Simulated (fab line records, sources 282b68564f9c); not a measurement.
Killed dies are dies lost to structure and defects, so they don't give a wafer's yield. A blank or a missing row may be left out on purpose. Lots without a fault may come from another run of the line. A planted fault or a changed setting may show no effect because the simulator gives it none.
fab line records | flow rit_cmos
record lots=6 wafers=18 last_day=8
route steps=202 shown FOX2@24 NWELL@28 PWELL@39 WELLDRIVE@50 M1@202
lots that met no fault: from a run of the same line without faults
start_h: hours from the record's first day to the start of the lot's first wafer shown | wait_h: hours since the lot's step before | " the same as in the row above | L1.1+2: a row that stands for several wafers | - no value, or no start given | * or withheld: withheld | < > ~ a bound
route shown NAME@n: a module of which the file shows steps, and the number in the route of the first | usual: mean/standard deviation of fault-free wafers | same: alike in all rows | chamber/n: place in a boat | sites: the reading at each site | _std_site: their standard deviation | _edge_site: outer sites' mean less inner sites' | radius_mm: how far each site lies from the wafer's centre | mask NAME#n: copy n | behind: the tool/chamber that last shaped the wafer | hold: why the lot was held/for how many hours/how that ended | device: the transistor (n, p or np) that didn't switch | end of line: the same wafers' tests at the end of the route | a step without rows: its recipe alone | killed: dies lost to structure and defects at the first sort, not the wafer's yield | map: a wafer's dies, x killed, . not, _ none there
set.NAME: the setting as run; set.NAME@STEP: as run at that earlier step | model.NAME: the simulator's own value behind a step, which no gauge read
lots at some steps of the route; a table a step, a row a wafer
services: from which hour (start_h, from the record's first day; less than 0 if before it) a tool's chamber was out of use, for how many hours, and why
## steps
# step RIT_FOX2_THK_MEAS_01
# recipe reads=SiO2_of_FOX2_OXIDATION_00
# usual FOX2_OXIDE_THK=348/5.5
# columns lot.wafer tool chamber start_h wait_h FOX2_OXIDE_THK[nm]
L759.1 film_metro-03 - 39.99 0.0 334
L759.4 " - " " 346
L759.6 " - " " 347
L761.1 film_metro-03 - 48.45 0.0 347
L761.3 " - " " 347
L761.6 " - " " 355
L764.2 film_metro-02 - 64.81 0.0 349
L764.3 " - " " 351
L764.5 " - " " 352
L767.3 film_metro-04 - 78.45 0.0 342
L767.4 " - " " 343
L767.6 " - " " 347
L777.3 film_metro-02 - 130.13 0.0 356
L777.4 " - " " 353
L777.5 " - " " 356
L778.3 film_metro-04 - 133.45 0.0 347
L778.5 " - " " 345
L778.6 " - " " 352
# step RIT_FOX2_CLEAN_02
# recipe chemistry=dHF dilution=50:1 time_s=180
# step RIT_FOX2_WET_ETCH_03
# recipe chemistry=H3PO4 target=Si3N4 target_depth_nm=195 temp_c=165 time_s=2700
# step RIT_FOX2_THK_MEAS_90
# recipe reads=SiO2_of_FOX2_OXIDATION_00
# usual FIELD_OXIDE_LEFT_1_THK=320/5.5
# columns lot.wafer tool chamber start_h wait_h FIELD_OXIDE_LEFT_1_THK[nm]
L759.1 film_metro-03 - 40.87 0.0 306
L759.4 " - " " 319
L759.6 " - " " 319
L761.1 film_metro-04 - 49.39 0.0 320
L761.3 " - " " 319
L761.6 " - " " 327
L764.2 film_metro-04 - 65.69 0.0 323
L764.3 " - " " 324
L764.5 " - " " 325
L767.3 film_metro-03 - 79.33 0.0 315
L767.4 " - " " 315
L767.6 " - " " 319
L777.3 film_metro-02 - 131.08 0.0 328
L777.4 " - " " 325
L777.5 " - " " 329
L778.3 film_metro-03 - 134.33 0.0 319
L778.5 " - " " 317
L778.6 " - " " 325
# step RIT_NWELL_HMDS_00
# recipe prime_time_s=60 prime_temp_c=140
# step RIT_NWELL_COAT_01
# recipe resist=NOVOLAK spin_rpm=2000 resist_thk_nm=1300
# step RIT_NWELL_SOFTBAKE_02
# recipe resist=NOVOLAK temp_c=90 time_s=60
# step RIT_NWELL_EXPOSE_03
# recipe mask_id=M2 na=0.57 target_cd_nm=43900 dose_mj=250
# step RIT_NWELL_PEB_04
# recipe resist=NOVOLAK temp_c=withheld time_s=withheld
# step RIT_NWELL_DEVELOP_05
# recipe resist=NOVOLAK develop_time_s=68 dev_temp_c=23
# step RIT_NWELL_OVL_MEAS_06
# usual NWELL_OVL=-1.0/1.4
# columns lot.wafer tool chamber start_h wait_h NWELL_OVL[nm]
L759.1 overlay-01 - 41.95 - -0.7
L759.4 " - " " 1.5
L759.6 " - " " -1.3
L761.1 overlay-02 - 50.46 - -3.0
L761.3 " - " " -0.2
L761.6 " - " " -2.0
L764.2 overlay-02 - 67.17 - -1.1
L764.3 " - " " -1.4
L764.5 " - " " -1.7
L767.3 overlay-02 - 80.26 - 0.9
L767.4 " - " " -2.4
L767.6 " - " " -0.6
L777.3 overlay-02 - 132.01 - 2.7
L777.4 " - " " -1.1
L777.5 " - " " 1.0
L778.3 overlay-02 - 135.34 - -1.5
L778.5 " - " " 0.9
L778.6 " - " " -1.6
# step RIT_NWELL_HARDBAKE_07
# recipe resist=NOVOLAK temp_c=140 time_s=120
# step RIT_NWELL_IMPLANT_08
# recipe species=P energy_kev=168.6 dose_cm2=5e+13 tilt_deg=7
# usual beam_on_s=10.02/0.2 dose_ions_cm2=5e+13/5.8e+10 faraday_current_uA=158/3.1
# columns lot.wafer tool chamber start_h wait_h beam_on_s dose_ions_cm2 faraday_current_uA
L759.1 implanter-04 0 42.24 0.2 9.79 5.006e+13 162
L759.4 " 0 " " 10.46 5.002e+13 152
L759.6 " 0 " " 10.12 4.999e+13 157
L761.1 implanter-04 0 50.76 0.2 10.13 4.296e+13 134
L761.3 " 0 " " 10.13 4.295e+13 134
L761.6 " 0 " " 9.55 4.294e+13 142
L764.2 implanter-04 0 67.47 0.2 9.61 4.299e+13 141
L764.3 " 0 " " 10.00 4.286e+13 137
L764.5 " 0 " " 9.83 4.295e+13 138
L767.3 implanter-02 0 80.59 0.2 9.96 4.997e+13 159
L767.4 " 0 " " 10.20 5.006e+13 156
L767.6 " 0 " " 10.00 5e+13 158
L777.3 implanter-04 0 132.34 0.2 10.08 5e+13 157
L777.4 " 0 " " 9.84 4.994e+13 161
L777.5 " 0 " " 9.88 5.001e+13 160
L778.3 implanter-02 0 135.66 0.2 10.37 5.004e+13 153
L778.5 " 0 " " 10.07 5.005e+13 158
L778.6 " 0 " " 9.93 5.004e+13 160
# step RIT_NWELL_STRIP_09
# recipe chemistry=O2 time_s=180 resist=NOVOLAK platen_temp_c=withheld power_w=500 pressure_mtorr=4000 o2_flow_sccm=4000
# usual drypump_motor_current_A=5.7/0.33
# columns lot.wafer tool chamber start_h wait_h drypump_motor_current_A rf_hours_counter_h
L759.1 plasma_asher-02 0 42.39 0.1 6.1 41
L759.4 " 0 " " 6.1 -
L759.6 " 0 " " 6.0 -
L761.1 plasma_asher-02 1 50.91 0.1 5.5 43
L761.3 " 0 " " 6.1 -
L761.6 " 0 " " 6.1 -
L764.2 plasma_asher-01 0 67.60 0.1 5.8 44
L764.3 " 0 " " 5.8 -
L764.5 " 0 " " 5.8 -
L767.3 plasma_asher-02 0 80.75 0.1 6.1 -
L767.4 " 1 " " 5.5 -
L767.6 " 1 " " 5.5 -
L777.3 plasma_asher-03 1 132.50 0.1 6.0 -
L777.4 " 0 " " 5.6 -
L777.5 " 1 " " 6.0 -
L778.3 plasma_asher-03 0 135.82 0.1 5.6 -
L778.5 " 1 " " 6.0 -
L778.6 " 0 " " 5.6 -
# step RIT_NWELL_TW_MEAS_10
# usual NWELL_TW=2145/10
# columns lot.wafer tool chamber start_h wait_h NWELL_TW
L759.1 film_metro-02 - 42.56 0.1 2135
L759.4 " - " " 2141
L759.6 " - " " 2136
L761.1 film_metro-03 - 51.09 0.1 2038
L761.3 " - " " 2035
L761.6 " - " " 2034
L764.2 film_metro-02 - 67.78 0.1 2042
L764.3 " - " " 2041
L764.5 " - " " 2033
L767.3 film_metro-02 - 80.88 0.1 2152
L767.4 " - " " 2145
L767.6 " - " " 2151
L777.3 film_metro-03 - 132.63 0.1 2135
L777.4 " - " " 2139
L777.5 " - " " 2150
L778.3 film_metro-02 - 135.96 0.1 2153
L778.5 " - " " 2141
L778.6 " - " " 2142
# step RIT_PWELL_HMDS_00
# recipe prime_time_s=60 prime_temp_c=140
# step RIT_PWELL_COAT_01
# recipe resist=NOVOLAK spin_rpm=2000 resist_thk_nm=1300
# step RIT_PWELL_SOFTBAKE_02
# recipe resist=NOVOLAK temp_c=90 time_s=60
# step RIT_PWELL_EXPOSE_03
# recipe mask_id=M3 na=0.57 target_cd_nm=43700 dose_mj=250
# step RIT_PWELL_PEB_04
# recipe resist=NOVOLAK temp_c=withheld time_s=withheld
# step RIT_PWELL_DEVELOP_05
# recipe resist=NOVOLAK develop_time_s=68 dev_temp_c=23
# step RIT_PWELL_OVL_MEAS_06
# usual PWELL_OVL=1.9/1.4
# columns lot.wafer tool chamber start_h wait_h PWELL_OVL[nm]
L759.1 overlay-01 - 43.50 - 2.8
L759.4 " - " " 1.8
L759.6 " - " " 2.3
L761.1 overlay-01 - 52.18 - 3.1
L761.3 " - " " 4.7
L761.6 " - " " 3.5
L764.2 overlay-02 - 68.85 - 3.2
L764.3 " - " " 2.0
L764.5 " - " " 1.0
L767.3 overlay-02 - 82.13 - 2.9
L767.4 " - " " 1.2
L767.6 " - " " 2.6
L777.3 overlay-01 - 133.69 - 0.8
L777.4 " - " " 0.6
L777.5 " - " " 2.6
L778.3 overlay-01 - 137.01 - 0.6
L778.5 " - " " 1.1
L778.6 " - " " 0.7
# step RIT_PWELL_HARDBAKE_07
# recipe resist=NOVOLAK temp_c=140 time_s=120
# step RIT_PWELL_IMPLANT_08
# recipe species=B energy_kev=167 dose_cm2=7e+13 tilt_deg=7
# step RIT_PWELL_STRIP_09
# recipe chemistry=O2 time_s=180 resist=NOVOLAK platen_temp_c=withheld power_w=500 pressure_mtorr=4000 o2_flow_sccm=4000
# usual drypump_motor_current_A=5.6/0.34
# columns lot.wafer tool chamber start_h wait_h drypump_motor_current_A rf_hours_counter_h
L759.1 plasma_asher-04 1 43.94 0.1 5.4 38
L759.4 " 0 " " 5.1 -
L759.6 " 1 " " 5.5 -
L761.1 plasma_asher-02 1 52.61 0.1 5.5 43
L761.3 " 0 " " 6.0 -
L761.6 " 1 " " 5.5 -
L764.2 plasma_asher-02 1 69.28 0.1 5.5 45
L764.3 " 1 " " 5.5 -
L764.5 " 0 " " 6.1 -
L767.3 plasma_asher-02 0 82.62 0.1 6.1 -
L767.4 " 1 " " 5.5 -
L767.6 " 1 " " 5.5 -
L777.3 plasma_asher-03 1 134.17 0.1 5.9 -
L777.4 " 0 " " 5.6 -
L777.5 " 1 " " 5.9 -
L778.3 plasma_asher-02 0 137.49 0.1 6.0 -
L778.5 " 1 " " 5.5 -
L778.6 " 0 " " 6.1 -
# step RIT_PWELL_TW_MEAS_10
# usual PWELL_TW=953/5.8
# columns lot.wafer tool chamber start_h wait_h PWELL_TW
L759.1 film_metro-03 - 44.11 0.1 941
L759.4 " - " " 945
L759.6 " - " " 949
L761.1 film_metro-02 - 52.79 0.1 952
L761.3 " - " " 947
L761.6 " - " " 953
L764.2 film_metro-03 - 69.46 0.1 953
L764.3 " - " " 941
L764.5 " - " " 941
L767.3 film_metro-01 - 82.75 0.1 964
L767.4 " - " " 963
L767.6 " - " " 964
L777.3 film_metro-02 - 134.31 0.1 956
L777.4 " - " " 951
L777.5 " - " " 952
L778.3 film_metro-02 - 137.63 0.1 955
L778.5 " - " " 956
L778.6 " - " " 954
# step RIT_WELLDRIVE_ANNEAL_00
# recipe temp_c=1100 time_s=14700 ambient=N2
# step RIT_WELLDRIVE_RS_MEAS_01
# recipe thk_meas_gauge=four-point-probe
# usual NWELL_RS=275.8/0.76
# columns lot.wafer tool chamber start_h wait_h NWELL_RS[ohm/sq]
L759.1 film_metro-03 - 49.26 0.0 274.7
L759.4 " - " " 275.3
L759.6 " - " " 276.0
L761.1 film_metro-02 - 57.93 0.0 300.3
L761.3 " - " " 301.4
L761.6 " - " " 300.8
L764.2 film_metro-02 - 74.61 0.0 302.2
L764.3 " - " " 303.7
L764.5 " - " " 302.2
L767.3 film_metro-02 - 88.57 0.0 275.3
L767.4 " - " " 276.7
L767.6 " - " " 276.4
L777.3 film_metro-02 - 139.47 0.0 275.3
L777.4 " - " " 275.0
L777.5 " - " " 275.6
L778.3 film_metro-01 - 143.07 0.0 274.8
L778.5 " - " " 275.7
L778.6 " - " " 275.7
# step RIT_WELLDRIVE_RS_MEAS_02
# recipe thk_meas_gauge=four-point-probe
# usual PWELL_RS=430.5/1.1
# columns lot.wafer tool chamber start_h wait_h PWELL_RS[ohm/sq]
L759.1 film_metro-03 - 49.38 0.1 429.8
L759.4 " - " " 431.4
L759.6 " - " " 431.5
L761.1 film_metro-02 - 58.05 0.1 430.2
L761.3 " - " " 432.5
L761.6 " - " " 431.8
L764.2 film_metro-02 - 74.73 0.1 430.1
L764.3 " - " " 429.1
L764.5 " - " " 430.6
L767.3 film_metro-02 - 88.69 0.1 433.3
L767.4 " - " " 432.5
L767.6 " - " " 431.1
L777.3 film_metro-02 - 139.59 0.1 431.4
L777.4 " - " " 430.8
L777.5 " - " " 431.4
L778.3 film_metro-01 - 143.19 0.1 431.2
L778.5 " - " " 431.1
L778.6 " - " " 430.4
# step RIT_M1_PROBE_99
# usual killed_at_front_end=7/3.2 killed_dies=7/3.2 killed_open=3.5/2.1 killed_short=3.5/2.1
# same gross_dies=264 killed_at_M0_to_M3=0 killed_at_M4_up=0 killed_at_back_side=0 killed_at_contacts=0 killed_at_other=0
# columns lot.wafer tool chamber start_h wait_h killed_at_front_end killed_dies killed_open killed_short model.etest.nwell_pinched.rs_ohm_sq model.etest.well_edge_left.line_ohm_um model.etest.well_edge_right.line_ohm_um model.etest.pmos_0p3.drive_ua_um model.etest.field_p_metal.vt_v model.etest.field_p.vt_v model.etest.iso_nwell_nwell.bv_v model.etest.retro_edge_pmos.off_log10_a_um
L759.1 prober-02 - 82.94 0.1 14 14 6 8 335.5 182.4 183.2 102.2 -28.87 -12.23 21.95 -10.05
L759.4 prober-02 - 83.09 0.2 11 11 5 6 335.1 184.1 181.2 103.2 -28.48 -12.22 22.04 -9.968
L759.6 prober-02 - 83.19 0.2 7 7 3 4 341.4 184.4 183.2 107.2 -28.07 -12.22 22.2 -9.713
L761.1 prober-02 - 89.59 0.1 6 6 4 2 359.9 202.7 199.2 115.1 -27.38 -11.64 22.51 -9.411
L761.3 prober-02 - 89.69 0.2 3 3 0 3 368.8 203.3 201.5 109.6 -26.73 -11.65 23.29 -9.965
L761.6 prober-02 - 89.84 0.2 7 7 5 2 360.2 204.1 202.9 112.5 -27.08 -11.68 23 -9.608
L764.2 prober-01 - 104.62 0.1 5 5 5 0 370.3 201.9 202 106.8 -27.68 -11.91 22.8 -9.637
L764.3 prober-01 - 104.67 0.2 3 3 1 2 370.5 203.9 202.9 105.5 -27.67 -12.03 22.87 -9.767
L764.5 prober-01 - 104.77 0.2 10 10 9 1 368.3 206 204.4 106.8 -27.62 -11.94 22.59 -9.691
L767.3 prober-02 - 118.85 0.2 11 11 4 7 336.9 185.5 183.9 99.36 -29.07 -12.55 22.17 -10.18
L767.4 prober-02 - 118.90 0.2 8 8 4 4 345.4 184.8 180.8 101.4 -28.81 -12.49 22.05 -10.1
L767.6 prober-02 - 119.00 0.2 4 4 2 2 339 182.8 184.8 103 -29.3 -12.51 22.32 -10.07
L777.3 prober-01 - 181.12 0.2 4 4 3 1 334.3 180.2 181.8 103.2 -28.68 -12.9 22.05 -9.67
L777.4 prober-01 - 181.17 0.2 4 4 0 4 340.2 182.7 182.4 101.8 -28.89 -12.91 21.96 -10.02
L777.5 prober-01 - 181.22 0.2 3 3 0 3 339.2 182.1 183.5 102.2 -28.81 -12.87 22.01 -9.829
L778.3 prober-02 - 181.12 0.2 7 7 5 1 331.3 181.9 183.5 103.9 -29.07 -12.29 21.85 -10.38
L778.5 prober-02 - 181.22 0.2 4 4 2 2 338.7 182.4 183.2 104.1 -28.97 -12.18 22.3 -10.1
L778.6 prober-02 - 181.27 0.2 7 7 3 4 336.7 182.8 182.5 101.6 -28.35 -12.25 22.18 -10.36
# killed by level:class
L759.1 FOX1:geometric_particle:open=3 FOX1:geometric_particle:short=3 GATE:geometric_particle:open=2 SPACER:geometric_particle:short=2 SILICIDE:geometric_particle:short=2 GATE:geometric_particle:short=1 SPACER:geometric_particle:open=1
L759.4 FOX1:geometric_particle:open=3 FOX1:geometric_particle:short=2 SPACER:geometric_particle:short=2 GATE:geometric_particle:short=1 GATE:geometric_particle:open=1 REOX:geometric_particle:short=1 SILICIDE:geometric_particle:open=1
L759.6 GATE:geometric_particle:short=2 GATE:geometric_particle:open=2 FOX1:geometric_particle:open=1 FOX1:geometric_particle:short=1 REOX:geometric_particle:short=1
L761.1 SPACER:geometric_particle:open=2 FOX1:geometric_particle:open=1 GATE:geometric_particle:open=1 REOX:geometric_particle:short=1 SPACER:geometric_particle:short=1
L761.3 FOX2:geometric_particle:short=1 REOX:geometric_particle:short=1 SPACER:geometric_particle:short=1
L761.6 GATE:geometric_particle:open=2 SPACER:geometric_particle:open=2 FOX1:geometric_particle:open=1 SPACER:geometric_particle:short=1 SILICIDE:geometric_particle:short=1
L764.2 FOX1:geometric_particle:open=1 FOX2:geometric_particle:open=1 GATE:geometric_particle:open=1 SPACER:geometric_particle:open=1 SILICIDE:geometric_particle:open=1
L764.3 GATE:geometric_particle:short=2 GATE:geometric_particle:open=1
L764.5 GATE:geometric_particle:open=4 FOX1:geometric_particle:open=2 FOX1:geometric_particle:short=1 FOX2:geometric_particle:open=1 SILICIDE:geometric_particle:open=1 SPACER:geometric_particle:open=1
L767.3 GATE:geometric_particle:short=4 REOX:geometric_particle:open=2 SPACER:geometric_particle:open=2 SILICIDE:geometric_particle:short=2 REOX:geometric_particle:short=1
L767.4 GATE:geometric_particle:short=3 SILICIDE:geometric_particle:open=2 FOX2:geometric_particle:open=1 REOX:geometric_particle:open=1 REOX:geometric_particle:short=1
L767.6 GATE:geometric_particle:open=2 FOX2:geometric_particle:short=1 SILICIDE:geometric_particle:short=1
L777.3 FOX2:geometric_particle:open=2 FOX2:geometric_particle:short=1 REOX:geometric_particle:open=1
L778.3 SPACER:geometric_particle:open=2 FOX1:geometric_particle:open=1 FOX2:geometric_particle:open=1 GATE:geometric_particle:short=1 GATE:geometric_particle:open=1 GATE:coat_microbubble_printed=1
L777.4 REOX:geometric_particle:short=2 GATE:geometric_particle:short=1 SPACER:geometric_particle:short=1
L777.5 GATE:geometric_particle:short=2 FOX2:geometric_particle:short=1
L778.5 FOX2:geometric_particle:open=1 GATE:geometric_particle:short=1 REOX:geometric_particle:open=1 SPACER:geometric_particle:short=1
L778.6 REOX:geometric_particle:short=3 GATE:geometric_particle:open=2 REOX:geometric_particle:open=1 SPACER:geometric_particle:short=1
## services
# columns tool chamber start_h hours kind
plasma_asher-03 - 34.16 28.1 pm
implanter-04 - 39.23 2.9 repair
implanter-04 - 58.68 6.9 pm
plasma_asher-02 - 60.59 2.8 repair
implanter-04 - 93.50 1.8 repair
plasma_asher-02 - 108.92 9.0 pm
plasma_asher-02 0 108.92 9.0 vent_cycle
plasma_asher-02 1 108.92 9.0 vent_cycle
plasma_asher-02 0 117.92 - clean
plasma_asher-02 1 117.92 - clean
## key
first_sign step=RIT_NWELL_IMPLANT_08 reading=dose_ions_cm2 direction=down sigmas=99+ usual=5e+13 struck=4.294e+13
effect step=RIT_NWELL_IMPLANT_08 reading=faraday_current_uA direction=down sigmas=6.7 usual=158 struck=138
effect step=RIT_NWELL_TW_MEAS_10 reading=NWELL_TW direction=down sigmas=11 usual=2145 struck=2037
effect step=RIT_WELLDRIVE_RS_MEAS_01 reading=NWELL_RS direction=up sigmas=34 usual=275.8 struck=301.8
model_effect step=RIT_M1_PROBE_99 value=etest.nwell_pinched.rs_ohm_sq without=332.1 struck=366.3
met_at RIT_NWELL_IMPLANT_08
struck_wafers L761.1,L761.3,L761.6,L764.2,L764.3,L764.5
tester_left_out L761,L764
onset_between 42.24 50.76
fault kind=process_parameter_drift tool=implanter-04 chamber=- onset_h=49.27 steps=RIT_NWELL_IMPLANT_08 channel=dose_cm2 offset=-6.9941e+12 shape=step end_h=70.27 acts_in=these_recipes_only stated=5e+13
# tester_left_out: of these lots the tester's yield and bins aren't shown, on N5 and GAA mostly nor the transistor test; their killed dies are dies lost to structure and defects alone, not to doping, threshold or leakage, so they don't give the yield
